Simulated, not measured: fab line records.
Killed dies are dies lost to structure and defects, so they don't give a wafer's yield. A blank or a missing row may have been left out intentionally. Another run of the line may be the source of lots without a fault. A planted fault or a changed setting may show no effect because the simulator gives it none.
Chamber matching | flow berkeley cmos170 | UCB170_V2_CMP_02 on cmp-01: 4 sister chambers
The step polishes SiO2. 20 wafers are shown with their chamber, then 10 later ones without.

EACH WAFER AND ITS CHAMBER
wafer  | chamber | motor current A (A) | platen rpm (rpm)
L485.2 | 2       | 15.8                | 60.01
L485.4 | 0       | 16.9                | 60.10
L485.6 | 1       | 17.6                | 59.94
L489.2 | 2       | 16.6                | 59.96
L489.3 | 0       | 17.2                | 59.98
L489.6 | 1       | 17.2                | 60.01
L492.3 | 3       | 16.5                | 60.06
L492.4 | 0       | 17.0                | 59.98
L492.5 | 3       | 15.4                | 59.99
L493.1 | 2       | 16.6                | 60.01
L493.2 | 1       | 16.7                | 59.99
L493.3 | 0       | 15.9                | 60.00
L496.4 | 2       | 16.1                | 59.99
L496.5 | 2       | 17.0                | 59.95
L496.6 | 1       | 16.8                | 60.00
L501.1 | 0       | 16.8                | 59.97
L501.2 | 2       | 16.8                | 60.01
L501.3 | 3       | 16.0                | 60.05
L500.3 | 0       | 16.8                | 60.04
L500.5 | 3       | 15.7                | 60.02

SIGNATURES, as means of the wafers listed above
reading         | chamber 0 | chamber 1 | chamber 2 | chamber 3 | scatter within a chamber
motor current A | 16.767    | 17.075    | 16.483    | 15.900    | 0.446
platen rpm      | 60.0117   | 59.9850   | 59.9883   | 60.0300   | 0.0371
Rule: for each reading, subtract the chamber's mean from the wafer's reading, divide by that reading's scatter and square the result; add these up over the readings and take the root, which gives the wafer's distance from the chamber. If the next closest chamber is less than 2 further off than the closest, the wafer can't be placed; otherwise it belongs to the closest. The scatter: the root of (the sum of the squares of (reading less its chamber's mean) over the shown wafers, divided by (wafers less chambers)).

WAFERS WITHOUT THEIR CHAMBER
wafer  | motor current A (A) | platen rpm (rpm)
L500.6 | 16.1                | 59.96
L502.3 | 17.0                | 59.96
L502.4 | 16.5                | 60.01
L502.6 | 16.6                | 59.95
L503.3 | 17.3                | 59.99
L503.4 | 17.4                | 59.95
L503.6 | 17.4                | 60.03
L506.1 | 16.8                | 60.01
L506.2 | 17.2                | 60.00
L506.6 | 16.6                | 60.05

EACH ONE'S CHAMBER
wafer  | from the rows above               | in truth
L500.6 | can't be placed: 2 or 3 or 0 or 1 | 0
L502.3 | can't be placed: 1 or 2 or 0      | 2
L502.4 | can't be placed: 2 or 0 or 3 or 1 | 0
L502.6 | can't be placed: 2 or 1 or 0 or 3 | 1
L503.3 | can't be placed: 1 or 0 or 2      | 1
L503.4 | can't be placed: 1 or 0 or 2      | 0
L503.6 | can't be placed: 1 or 0 or 2 or 3 | 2
L506.1 | can't be placed: 0 or 1 or 2 or 3 | 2
L506.2 | can't be placed: 1 or 0 or 2      | 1
L506.6 | can't be placed: 0 or 3 or 2 or 1 | 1
Correctly placed: 0 of 10. Cannot be placed on the basis of these rows: 10; the candidates contain the true chamber in 10. Wrongly placed: 0.
